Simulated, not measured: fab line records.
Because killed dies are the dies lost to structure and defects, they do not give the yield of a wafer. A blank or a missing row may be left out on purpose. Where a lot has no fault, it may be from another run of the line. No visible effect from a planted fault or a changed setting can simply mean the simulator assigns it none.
fab line records	flow berkeleyCmos170	part 1 of 2: steps 1 to 29 of 40
record lots=5	wafers=15	lastDay=12
route steps=331 shown ZERO@10 NWELL@14 PWELL@34
lots that met no fault: from a run of the same line without faults
startH: start of the lot's first displayed wafer, in hours after the record's first day	waitH: how many hours have passed since the lot's step before this one	" as in the row above	L1.1+2: a single row standing in for several wafers	- no value, or no start was given	* or withheld: withheld	< > ~ a bound
route shown NAME@n: a module of which the file shows steps, and the number in the route of the first	usual: the fault-free wafers' mean and standard deviation	same: alike in all rows	chamber/n: place in a boat	sites: the reading at each site	_std_site: how widely they spread, as a standard deviation	_edge_site: the outer-site mean with the inner-site mean subtracted	radiusMm: for every site, how far away it sits from the centre of the wafer	mask NAME#n: copy n	behind: the last tool/chamber to shape the wafer	hold: what put the lot on hold/how long, in hours/how the hold closed	device: names the non-switching transistor (n, p or np)	end of line: tests run on the same wafers once the route is complete	a step given without rows: its recipe and nothing more	killed: dies that structure and defects cost at the first sort, which is not the same as the wafer's yield	map: a wafer's dies, x killed, . not, _ none there
set.NAME: the setting as run; set.NAME@STEP: as run at that earlier step	model.NAME: the simulator's own value behind a step, which no gauge read
lots seen at some steps along the route; tables by step, rows by wafer
services: a tool's chamber out of use, with start hour (startH, from the record's first day; less than 0 if before it), hours out, and reason
## steps
# step UCB170_ZERO_PEB_04
# recipe pebTempC=130	pebTimeS=withheld	resist=KrF
lot.wafer	tool	chamber	startH	waitH
L075.2+5+6	lithoTrack-02	0	29.09	0.1
L077.1+2+5	lithoTrack-03	0	34.75	0.5
L080.3+4+5	lithoTrack-03	0	49.11	0.3
L089.2+3+5	lithoTrack-02	0	95.60	0.2
L097.2+4+6	lithoTrack-03	0	138.88	0.1
# step UCB170_ZERO_DEVELOP_05
# recipe developer=TMAH	developTimeS=45	resist=KrF	devTempC=21
lot.wafer	tool	chamber	startH	waitH
L075.2+5+6	lithoTrack-02	0	-	-
L077.1+2+5	lithoTrack-03	0	-	-
L080.3+4+5	lithoTrack-03	0	-	-
L089.2+3+5	lithoTrack-02	0	-	-
L097.2+4+6	lithoTrack-03	0	-	-
# step UCB170_ZERO_ETCH_06
# recipe chemistry=CHF3/CF4/Ar	target=SiO2	timeS=12	pressureMtorr=100	rfW=500	CHF3_flow_sccm=50	cf4FlowSccm=10	Ar_flow_sccm=120	overEtchFrac=1.58
# usual drypumpMotorCurrentA=5.8/0.52	oesProductAu=0.618/0.012	throttleValvePct=9.25/0.17
lot.wafer	tool	chamber	startH	waitH	drypumpMotorCurrentA	oesProductAu	rfHoursCounterH	throttleValvePct
L075.2	rieDiel-03	0	29.34	-	6.2	0.628	137	9.27
L075.5	"	1	"	"	5.6	0.615	-	9.05
L075.6	"	2	"	"	5.5	0.614	-	9.36
L077.1	rieDiel-03	3	35.03	-	5.0	0.611	27	9.43
L077.2	"	1	"	"	5.7	0.605	12	9.05
L077.5	"	3	"	"	5.0	0.619	-	9.43
L080.3	rieDiel-03	0	49.33	-	6.3	0.616	138	9.26
L080.4	"	2	"	"	5.5	0.620	94	9.38
L080.5	"	3	"	"	5.0	0.614	-	9.44
L089.2	rieDiel-02	2	95.85	-	6.6	0.610	2	9.28
L089.3	"	3	"	"	6.3	0.605	101	8.93
L089.5	"	0	"	"	5.0	0.596	-	9.45
L097.2	rieDiel-03	1	139.13	-	5.7	0.610	16	9.05
L097.4	"	2	"	"	5.5	0.607	98	9.34
L097.6	"	1	"	"	5.6	0.599	-	9.06
# step UCB170_ZERO_STRIP_07
# recipe chemistry=O2	powerW=400	pressureMtorr=3500	platenTempC=withheld	o2FlowSccm=400	overashFraction=0.5
# usual drypumpMotorCurrentA=5.6/0.71	oesProductAu=0.727/0.0044	stripTimeToEndpointS=21.49/0.063
lot.wafer	tool	chamber	startH	waitH	drypumpMotorCurrentA	oesProductAu	rfHoursCounterH	stripTimeToEndpointS
L075.2	plasmaAsher-01	0	29.36	0.0	6.5	0.728	28	21.43
L075.5	"	0	"	"	6.5	0.730	-	21.42
L075.6	"	1	"	"	5.1	0.727	-	21.48
L077.1	plasmaAsher-01	0	35.05	0.0	6.5	0.721	29	21.53
L077.2	"	1	"	"	5.1	0.731	29	21.50
L077.5	"	1	"	"	5.1	0.730	-	21.52
L080.3	plasmaAsher-01	0	49.39	0.0	6.5	0.725	-	21.39
L080.4	"	1	"	"	5.1	0.730	-	21.43
L080.5	"	0	"	"	6.5	0.724	-	21.48
L089.2	plasmaAsher-01	0	95.87	0.0	6.5	0.731	36	21.49
L089.3	"	0	"	"	6.5	0.731	-	21.49
L089.5	"	1	"	"	5.1	0.725	-	21.48
L097.2	plasmaAsher-04	1	139.15	0.0	5.4	0.728	36	21.62
L097.4	"	0	"	"	5.0	0.718	-	21.58
L097.6	"	0	"	"	5.0	0.721	-	21.54
# step UCB170_NWELL_WET_ETCH_00
# recipe chemistry=dHF	dilution=25:1	target=SiO2	tempC=25	timeS=200
# usual bathHeatDutyPct=6.1/0.66
lot.wafer	tool	chamber	startH	waitH	bathHeatDutyPct
L075.2	wetBench-01	1	29.46	0.1	5.9
L075.5	"	1	"	"	5.8
L075.6	"	1	"	"	5.8
L077.1	wetBench-03	2	36.40	1.3	5.2
L077.2	"	2	"	"	6.1
L077.5	"	2	"	"	4.9
L080.3	wetBench-04	1	50.05	0.6	6.5
L080.4	"	1	"	"	7.1
L080.5	"	1	"	"	6.2
L089.2	wetBench-03	1	95.97	0.1	7.4
L089.3	"	1	"	"	6.9
L089.5	"	1	"	"	8.3
L097.2	wetBench-04	2	140.16	1.0	5.5
L097.4	"	2	"	"	5.1
L097.6	"	2	"	"	5.9
# step UCB170_NWELL_OXIDATION_01
# recipe tempC=1000	ambient=O2	targetThkA=264	oxTimeS=1260
lot.wafer	tool	chamber	startH	waitH
L075.2+5+6	furnace-02	0	34.22	4.7
L077.1+2+5	furnace-01	0	38.81	2.3
L080.3+4+5	furnace-01	0	53.19	3.0
L089.2+3+5	furnace-02	0	101.23	5.2
L097.2+4+6	furnace-04	0	144.65	4.4
# step UCB170_NWELL_THK_MEAS_02
# recipe reads=SiO2_of_NWELL_OXIDATION_01
# usual NWELL_OXIDE_THK=26.3/0.55
lot.wafer	tool	chamber	startH	waitH	NWELL_OXIDE_THK[nm]
L075.2	filmMetro-03	-	35.58	0.0	27.7
L075.5	"	-	"	"	27.4
L075.6	"	-	"	"	27.4
L077.1	filmMetro-03	-	40.16	0.0	26.2
L077.2	"	-	"	"	26.1
L077.5	"	-	"	"	26.4
L080.3	filmMetro-03	-	54.56	0.0	25.5
L080.4	"	-	"	"	26.2
L080.5	"	-	"	"	26.0
L089.2	filmMetro-02	-	102.59	0.0	25.4
L089.3	"	-	"	"	25.8
L089.5	"	-	"	"	25.9
L097.2	filmMetro-02	-	146.01	0.0	25.3
L097.4	"	-	"	"	25.4
L097.6	"	-	"	"	25.4
# step UCB170_NWELL_ANNEAL_03
# recipe tempC=1000	timeS=900	ambient=N2
lot.wafer	tool	chamber	startH	waitH
L075.2+5+6	furnace-01	0	40.16	4.6
L077.1+2+5	furnace-01	0	45.51	5.3
L080.3+4+5	furnace-04	0	58.26	3.7
L089.2+3+5	furnace-04	0	106.53	3.9
L097.2+4+6	furnace-01	0	152.56	6.5
# step UCB170_NWELL_CVD_04
# recipe material=Si3N4	targetThkNm=224	tempC=800	precursor=SiH2Cl2/NH3	timeS=3360	pressureMtorr=200	sih2cl2FlowSccm=25	nh3FlowSccm=75
# usual pressureMtorr=200.0/0.42	sih2cl2FlowSccm=25.02/0.08	susceptorTempC=800.0/0.32
lot.wafer	tool	chamber	startH	waitH	pressureMtorr	sih2cl2FlowSccm	susceptorTempC
L075.2	lpcvd-01	1	42.39	1.0	199.6	24.92	799.4
L075.5	"	1	"	"	199.7	25.02	799.9
L075.6	"	1	"	"	199.2	24.94	799.8
L077.1	lpcvd-01	0	46.76	0.0	200.6	24.94	800.4
L077.2	"	0	"	"	200.3	25.08	799.7
L077.5	"	0	"	"	199.7	24.96	800.1
L080.3	lpcvd-01	1	59.51	0.0	200.0	24.97	800.0
L080.4	"	1	"	"	199.7	24.91	800.1
L080.5	"	1	"	"	200.0	24.99	800.1
L089.2	lpcvd-02	0	107.78	0.0	199.7	25.03	799.5
L089.3	"	0	"	"	199.5	25.04	799.9
L089.5	"	0	"	"	199.6	25.16	799.8
L097.2	lpcvd-01	1	153.81	0.0	200.6	25.12	800.3
L097.4	"	1	"	"	200.3	25.05	800.3
L097.6	"	1	"	"	200.9	25.16	800.1
# step UCB170_NWELL_THK_MEAS_05
# recipe reads=Si3N4_of_NWELL_CVD_04
# usual NWELL_NITRIDE_THK=223.6/2
lot.wafer	tool	chamber	startH	waitH	NWELL_NITRIDE_THK[nm]
L075.2	filmMetro-04	-	44.33	0.0	222.6
L075.5	"	-	"	"	222.0
L075.6	"	-	"	"	221.7
L077.1	filmMetro-04	-	48.69	0.0	223.7
L077.2	"	-	"	"	224.7
L077.5	"	-	"	"	225.8
L080.3	filmMetro-02	-	61.47	0.0	222.4
L080.4	"	-	"	"	221.7
L080.5	"	-	"	"	222.1
L089.2	filmMetro-03	-	109.72	0.0	222.2
L089.3	"	-	"	"	222.4
L089.5	"	-	"	"	220.6
L097.2	filmMetro-02	-	155.76	0.0	223.0
L097.4	"	-	"	"	224.5
L097.6	"	-	"	"	222.9
# step UCB170_NWELL_HMDS_06
# recipe primeTimeS=60	primeTempC=100
# same primeTimeS=60
lot.wafer	tool	chamber	startH	waitH
L075.2+5+6	lithoTrack-04	0	44.48	0.1
L077.1+2+5	lithoTrack-04	0	48.75	0.1
L080.3+4+5	lithoTrack-01	0	61.56	0.1
L089.2+3+5	lithoTrack-03	0	109.91	0.2
L097.2+4+6	lithoTrack-04	0	155.88	0.1
# step UCB170_NWELL_COAT_07
# recipe resist=KrF	spinRpm=1500	resistThkNm=900
lot.wafer	tool	chamber	startH	waitH
L075.2+5+6	lithoTrack-04	0	44.63	0.1
L077.1+2+5	lithoTrack-04	0	48.90	0.1
L080.3+4+5	lithoTrack-01	0	61.71	0.1
L089.2+3+5	lithoTrack-03	0	110.06	0.1
L097.2+4+6	lithoTrack-04	0	156.03	0.1
# step UCB170_NWELL_SOFTBAKE_08
# recipe resist=KrF	tempC=130	timeS=60
lot.wafer	tool	chamber	startH	waitH
L075.2+5+6	lithoTrack-04	0	44.78	0.1
L077.1+2+5	lithoTrack-04	0	49.05	0.1
L080.3+4+5	lithoTrack-01	0	61.86	0.1
L089.2+3+5	lithoTrack-03	0	110.21	0.1
L097.2+4+6	lithoTrack-04	0	156.18	0.1
# step UCB170_NWELL_EXPOSE_09
# recipe maskId=NWELL	targetCdNm=3000	na=0.5	sigmaOuter=0.6	sourceShape=conventional	doseMj=25
lot.wafer	tool	chamber	startH	waitH	mask
L075.2+5+6	krfScanner-02	0	44.93	0.1	NWELL#0
L077.1+2+5	krfScanner-02	0	49.44	0.4	NWELL#0
L080.3+4+5	krfScanner-02	0	62.12	0.2	NWELL#0
L089.2+3+5	krfScanner-01	0	110.35	0.1	NWELL#0
L097.2+4+6	krfScanner-02	0	156.52	0.3	NWELL#0
# step UCB170_NWELL_PEB_10
# recipe pebTempC=130	pebTimeS=withheld	resist=KrF
lot.wafer	tool	chamber	startH	waitH
L075.2+5+6	lithoTrack-03	0	45.05	0.1
L077.1+2+5	lithoTrack-01	0	49.56	0.1
L080.3+4+5	lithoTrack-01	0	62.25	0.1
L089.2+3+5	lithoTrack-01	0	110.47	0.1
L097.2+4+6	lithoTrack-03	0	156.64	0.1
# step UCB170_NWELL_DEVELOP_11
# recipe developer=TMAH	developTimeS=45	resist=KrF	devTempC=21
lot.wafer	tool	chamber	startH	waitH
L075.2+5+6	lithoTrack-03	0	-	-
L077.1+2+5	lithoTrack-01	0	-	-
L080.3+4+5	lithoTrack-01	0	-	-
L089.2+3+5	lithoTrack-01	0	-	-
L097.2+4+6	lithoTrack-03	0	-	-
# step UCB170_NWELL_OVL_MEAS_12
# usual NWELL_OVL=3/5.2
lot.wafer	tool	chamber	startH	waitH	NWELL_OVL[nm]
L075.2	overlay-02	-	45.30	-	2
L075.5	"	-	"	"	3
L075.6	"	-	"	"	-7
L077.1	overlay-01	-	49.83	-	5
L077.2	"	-	"	"	2
L077.5	"	-	"	"	4
L080.3	overlay-02	-	62.49	-	7
L080.4	"	-	"	"	8
L080.5	"	-	"	"	14
L089.2	overlay-02	-	110.73	-	8
L089.3	"	-	"	"	5
L089.5	"	-	"	"	2
L097.2	overlay-01	-	156.90	-	6
L097.4	"	-	"	"	0
L097.6	"	-	"	"	4
# step UCB170_NWELL_ETCH_13
# recipe chemistry=CH3F/Ar/O2	target=Si3N4	stopOn=SiO2	CH3F_flow_sccm=20	Ar_flow_sccm=50	O2_flow_sccm=7	pressureMtorr=50	rfW=450	targetDepthA=2464	overEtchFrac=0.1	timeS=154
# usual O2_flow_sccm=7.001/0.021	drypumpMotorCurrentA=6.0/0.44	oesProductAu=0.945/0.019	throttleValvePct=8.03/0.14
lot.wafer	tool	chamber	startH	waitH	O2_flow_sccm	drypumpMotorCurrentA	oesProductAu	rfHoursCounterH	throttleValvePct
L075.2	rieDiel-01	1	45.33	0.0	6.994	5.6	0.968	10	8.08
L075.5	"	0	"	"	7.035	6.2	0.958	-	8.14
L075.6	"	3	"	"	6.981	6.6	0.969	-	7.83
L077.1	rieDiel-01	0	49.87	0.0	6.968	6.2	0.957	84	8.14
L077.2	"	3	"	"	7.027	6.6	0.970	109	7.83
L077.5	"	2	"	"	6.985	5.6	0.937	-	8.21
L080.3	rieDiel-04	2	62.51	0.0	7.005	5.6	0.934	11	7.93
L080.4	"	1	"	"	7.002	6.4	0.941	78	7.96
L080.5	"	1	"	"	6.990	6.4	0.945	-	7.96
L089.2	rieDiel-04	3	110.76	0.0	6.982	5.6	0.918	113	7.97
L089.3	"	2	"	"	7.046	5.6	0.939	13	7.94
L089.5	"	1	"	"	7.050	6.4	0.943	-	7.97
L097.2	rieDiel-01	1	156.93	0.0	7.027	5.6	0.974	14	8.08
L097.4	"	3	"	"	6.999	6.6	0.966	113	7.84
L097.6	"	0	"	"	6.977	6.2	0.953	-	8.14
# step UCB170_NWELL_IMPLANT_14
# recipe species=P	doseCm2=1e+13	energyKev=150	tiltDeg=7
# usual beamEnergyKeV=150.00/0.041	doseIonsCm2=9.999e+12/9.6e+09	faradayCurrentUA=31.8/0.57
lot.wafer	tool	chamber	startH	waitH	beamEnergyKeV	doseIonsCm2	faradayCurrentUA
L075.2	implanter-04	0	45.46	0.1	149.98	1.0007e+13	31.3
L075.5	"	0	"	"	150.04	9.994e+12	31.4
L075.6	"	0	"	"	150.03	1.0002e+13	31.2
L077.1	implanter-01	0	49.97	0.1	150.04	1.0006e+13	31.8
L077.2	"	0	"	"	149.94	9.993e+12	31.1
L077.5	"	0	"	"	149.97	9.997e+12	31.7
L080.3	implanter-02	0	62.66	0.1	149.96	1.0016e+13	32.8
L080.4	"	0	"	"	150.00	9.996e+12	31.8
L080.5	"	0	"	"	149.96	9.994e+12	31.6
L089.2	implanter-04	0	110.89	0.1	149.95	9.985e+12	32.6
L089.3	"	0	"	"	149.92	9.998e+12	32.0
L089.5	"	0	"	"	149.98	9.999e+12	31.4
L097.2	implanter-04	0	157.05	0.1	149.94	9.998e+12	30.2
L097.4	"	0	"	"	149.96	1.0003e+13	31.8
L097.6	"	0	"	"	149.98	1.0001e+13	31.7
# step UCB170_NWELL_STRIP_15
# recipe chemistry=O2	powerW=400	pressureMtorr=3500	platenTempC=withheld	o2FlowSccm=400	overashFraction=0.5
# usual drypumpMotorCurrentA=5.9/0.65	oesProductAu=0.721/0.0044	stripTimeToEndpointS=18.02/0.11
lot.wafer	tool	chamber	startH	waitH	drypumpMotorCurrentA	oesProductAu	rfHoursCounterH	stripTimeToEndpointS
L075.2	plasmaAsher-02	0	45.59	0.1	6.2	0.730	32	17.97
L075.5	"	0	"	"	6.1	0.720	-	18.07
L075.6	"	1	"	"	6.0	0.724	-	18.21
L077.1	plasmaAsher-01	0	50.12	0.1	6.5	0.720	31	17.88
L077.2	"	1	"	"	5.1	0.718	31	18.01
L077.5	"	0	"	"	6.5	0.726	-	17.94
L080.3	plasmaAsher-03	1	62.80	0.1	4.9	0.717	-	18.09
L080.4	"	0	"	"	6.6	0.727	-	17.86
L080.5	"	0	"	"	6.6	0.723	-	18.00
L089.2	plasmaAsher-02	0	111.05	0.1	6.1	0.722	40	17.93
L089.3	"	1	"	"	6.0	0.720	-	17.96
L089.5	"	1	"	"	6.0	0.720	-	17.91
L097.2	plasmaAsher-02	0	157.18	0.1	6.1	0.722	44	17.91
L097.4	"	0	"	"	6.1	0.714	-	18.24
L097.6	"	0	"	"	6.1	0.725	-	17.99
# step UCB170_NWELL_TW_MEAS_16
# usual NWELL_TW=1257/13
lot.wafer	tool	chamber	startH	waitH	NWELL_TW
L075.2	filmMetro-02	-	45.70	0.1	1252
L075.5	"	-	"	"	1250
L075.6	"	-	"	"	1239
L077.1	filmMetro-02	-	50.22	0.1	1252
L077.2	"	-	"	"	1248
L077.5	"	-	"	"	1251
L080.3	filmMetro-02	-	62.88	0.1	1250
L080.4	"	-	"	"	1252
L080.5	"	-	"	"	1246
L089.2	filmMetro-02	-	111.16	0.1	1261
L089.3	"	-	"	"	1258
L089.5	"	-	"	"	1252
L097.2	filmMetro-02	-	157.29	0.1	1254
L097.4	"	-	"	"	1262
L097.6	"	-	"	"	1260
# step UCB170_NWELL_CLEAN_17
# recipe chemistry=SPM	tempC=120	timeS=600
# usual bathHeatDutyPct=12.8/1.2
lot.wafer	tool	chamber	startH	waitH	bathHeatDutyPct
L075.2	wetBench-03	2	45.75	0.0	12.0
L075.5	"	2	"	"	11.1
L075.6	"	2	"	"	12.0
L077.1	wetBench-01	0	50.53	0.3	12.7
L077.2	"	0	"	"	13.0
L077.5	"	0	"	"	12.3
L080.3	wetBench-01	0	62.92	0.0	12.2
L080.4	"	0	"	"	13.0
L080.5	"	0	"	"	12.7
L089.2	wetBench-04	2	111.21	0.0	12.1
L089.3	"	2	"	"	13.1
L089.5	"	2	"	"	12.4
L097.2	wetBench-03	0	157.34	0.0	12.1
L097.4	"	0	"	"	12.7
L097.6	"	0	"	"	11.9
# step UCB170_NWELL_WET_ETCH_18
# recipe chemistry=H3PO4	target=Si3N4	tempC=160	timeS=14400
# usual bathHeatDutyPct=25.5/2
lot.wafer	tool	chamber	startH	waitH	bathHeatDutyPct
L075.2	wetBench-01	0	45.92	0.0	25.6
L075.5	"	0	"	"	26.7
L075.6	"	0	"	"	25.2
L077.1	wetBench-01	3	50.76	0.1	25.3
L077.2	"	3	"	"	25.2
L077.5	"	3	"	"	24.4
L080.3	wetBench-01	3	63.34	0.2	27.0
L080.4	"	3	"	"	27.5
L080.5	"	3	"	"	28.0
L089.2	wetBench-04	1	111.40	0.0	27.3
L089.3	"	1	"	"	26.9
L089.5	"	1	"	"	27.6
L097.2	wetBench-03	2	157.69	0.2	25.2
L097.4	"	2	"	"	23.9
L097.6	"	2	"	"	24.4
# step UCB170_NWELL_WET_ETCH_19
# recipe chemistry=BOE	dilution=5:1	target=SiO2	tempC=25	timeS=22
# usual bathHeatDutyPct=6.0/0.58
lot.wafer	tool	chamber	startH	waitH	bathHeatDutyPct
L075.2	wetBench-04	2	50.18	0.3	5.6
L075.5	"	2	"	"	5.7
L075.6	"	2	"	"	6.4
L077.1	wetBench-04	0	54.77	0.0	6.1
L077.2	"	0	"	"	5.4
L077.5	"	0	"	"	6.5
L080.3	wetBench-01	2	68.73	0.6	6.2
L080.4	"	2	"	"	5.5
L080.5	"	2	"	"	6.7
L089.2	wetBench-04	3	115.78	0.0	6.3
L089.3	"	3	"	"	6.2
L089.5	"	3	"	"	5.6
L097.2	wetBench-03	0	161.70	0.0	5.5
L097.4	"	0	"	"	5.7
L097.6	"	0	"	"	5.1
# step UCB170_PWELL_CLEAN_00
# recipe chemistry=SPM	tempC=120	timeS=600
# usual bathHeatDutyPct=12.6/1.3
lot.wafer	tool	chamber	startH	waitH	bathHeatDutyPct
L075.2	wetBench-01	1	50.36	0.1	13.6
L075.5	"	1	"	"	14.0
L075.6	"	1	"	"	13.5
L077.1	wetBench-01	1	54.80	0.0	13.2
L077.2	"	1	"	"	13.2
L077.5	"	1	"	"	12.4
L080.3	wetBench-01	1	68.96	0.2	13.5
L080.4	"	1	"	"	12.5
L080.5	"	1	"	"	13.3
L089.2	wetBench-04	2	115.79	0.0	12.4
L089.3	"	2	"	"	12.4
L089.5	"	2	"	"	13.5
L097.2	wetBench-03	1	161.71	0.0	14.9
L097.4	"	1	"	"	14.0
L097.6	"	1	"	"	15.2
# step UCB170_PWELL_CLEAN_01
# recipe chemistry=dHF	dilution=25:1	timeS=60
lot.wafer	tool	chamber	startH	waitH
L075.2+5+6	wetBench-01	1	50.73	0.2
L077.1+2+5	wetBench-04	1	54.97	0.0
L080.3+4+5	wetBench-01	1	69.17	0.0
L089.2+3+5	wetBench-03	0	115.98	0.0
L097.2+4+6	wetBench-03	2	161.90	0.0
# step UCB170_PWELL_OXIDATION_02
# recipe tempC=1000	ambient=O2	targetThkA=264	oxTimeS=1260
lot.wafer	tool	chamber	startH	waitH
L075.2+5+6	furnace-04	0	54.23	3.5
L077.1+2+5	furnace-04	0	59.51	4.5
L080.3+4+5	furnace-02	0	74.00	4.8
L089.2+3+5	furnace-01	0	124.59	8.6
L097.2+4+6	furnace-02	0	166.04	4.1
# step UCB170_PWELL_THK_MEAS_03
# recipe reads=SiO2_of_PWELL_OXIDATION_02
# usual PWELL_OXIDE_THK=26.2/0.4
lot.wafer	tool	chamber	startH	waitH	PWELL_OXIDE_THK[nm]
L075.2	filmMetro-03	-	55.59	0.0	26.4
L075.5	"	-	"	"	26.7
L075.6	"	-	"	"	27.1
L077.1	filmMetro-02	-	60.86	0.0	26.3
L077.2	"	-	"	"	26.6
L077.5	"	-	"	"	26.5
L080.3	filmMetro-02	-	75.37	0.0	26.0
L080.4	"	-	"	"	26.2
L080.5	"	-	"	"	25.8
L089.2	filmMetro-01	-	125.95	0.0	26.2
L089.3	"	-	"	"	26.4
L089.5	"	-	"	"	26.3
L097.2	filmMetro-01	-	167.40	0.0	26.9
L097.4	"	-	"	"	25.9
L097.6	"	-	"	"	26.3
# step UCB170_PWELL_ANNEAL_04
# recipe tempC=1000	timeS=900	ambient=N2
lot.wafer	tool	chamber	startH	waitH
L075.2+5+6	furnace-01	0	61.04	5.4
L077.1+2+5	furnace-01	0	61.04	0.2
L080.3+4+5	furnace-02	0	80.95	5.6
L089.2+3+5	furnace-01	0	132.63	6.7
L097.2+4+6	furnace-02	0	167.45	0.0
